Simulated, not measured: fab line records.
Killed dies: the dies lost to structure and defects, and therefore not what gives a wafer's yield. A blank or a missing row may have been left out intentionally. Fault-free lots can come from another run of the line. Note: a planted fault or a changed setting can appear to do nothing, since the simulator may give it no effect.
Split-lot experiment ; flow rit_cmos ; 23 wafers read from 5 lots, route of 202 steps

ON THE SPLIT
At RIT_REOX_CLEAN_01 (cleans in dHF, time 30 s), the setting time_s was moved away from the recipe's 30 s on 20 of the 23 wafers read, by -14.0% to +11.5%. This setting was run at the recipe's value on the other wafers.

The reading comes from the split's own step.

THE READING
SiO2_of_FOX2_OXIDATION_00.thk_nm (the simulator's own value, which no gauge read), in nm, at RIT_REOX_CLEAN_01 (cleans in dHF, time 30 s). The file does not state a usual value for it. The 3 wafers here that ran the recipe average 248.1 nm, standard deviation 1.7 nm.

wafer;tool, chamber at the split;time_s as run, s;against the recipe;SiO2_of_FOX2_OXIDATION_00.thk_nm, nm;against lot-mates on the recipe
L074.1;-, -;32.3;+7.7%;250.8;no lot-mate on the recipe
L074.3;-, -;32.3;+7.7%;251.3;no lot-mate on the recipe
L074.4;-, -;32.3;+7.7%;246.8;no lot-mate on the recipe
L074.5;-, -;32.3;+7.7%;248.2;no lot-mate on the recipe
L074.6;-, -;32.3;+7.7%;249;no lot-mate on the recipe
L075.1;-, -;33.45;+11.5%;277.3;no lot-mate on the recipe
L075.2;-, -;33.45;+11.5%;276.8;no lot-mate on the recipe
L075.4;-, -;33.45;+11.5%;276.7;no lot-mate on the recipe
L075.5;-, -;33.45;+11.5%;276.7;no lot-mate on the recipe
L075.6;-, -;33.45;+11.5%;281.3;no lot-mate on the recipe
L076.3;wet_bench-02, 3;30;recipe;250.2;-
L076.4;wet_bench-02, 3;30;recipe;246;-
L076.6;wet_bench-02, 3;30;recipe;248.2;-
L079.1;-, -;28.08;-6.4%;213.3;no lot-mate on the recipe
L079.2;-, -;28.08;-6.4%;220.4;no lot-mate on the recipe
L079.3;-, -;28.08;-6.4%;215.4;no lot-mate on the recipe
L079.5;-, -;28.08;-6.4%;217.6;no lot-mate on the recipe
L079.6;-, -;28.08;-6.4%;209.8;no lot-mate on the recipe
L081.1;-, -;25.8;-14.0%;225.2;no lot-mate on the recipe
L081.3;-, -;25.8;-14.0%;214.2;no lot-mate on the recipe
L081.4;-, -;25.8;-14.0%;215.9;no lot-mate on the recipe
L081.5;-, -;25.8;-14.0%;226.9;no lot-mate on the recipe
L081.6;-, -;25.8;-14.0%;221.4;no lot-mate on the recipe

FIT RESULTS
A straight line over all 23 wafers: SiO2_of_FOX2_OXIDATION_00.thk_nm changes by +2.19 nm for each +1% of time_s; r = +0.89; the points scatter about the line by 11 nm.
Too few moved wafers have a lot-mate on the recipe to fit a line with each lot's own level taken away.

THE FILE'S OWN FIT
SiO2_of_FOX2_OXIDATION_00.thk_nm changes by +2.19 nm for each +1% of time_s, r = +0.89.
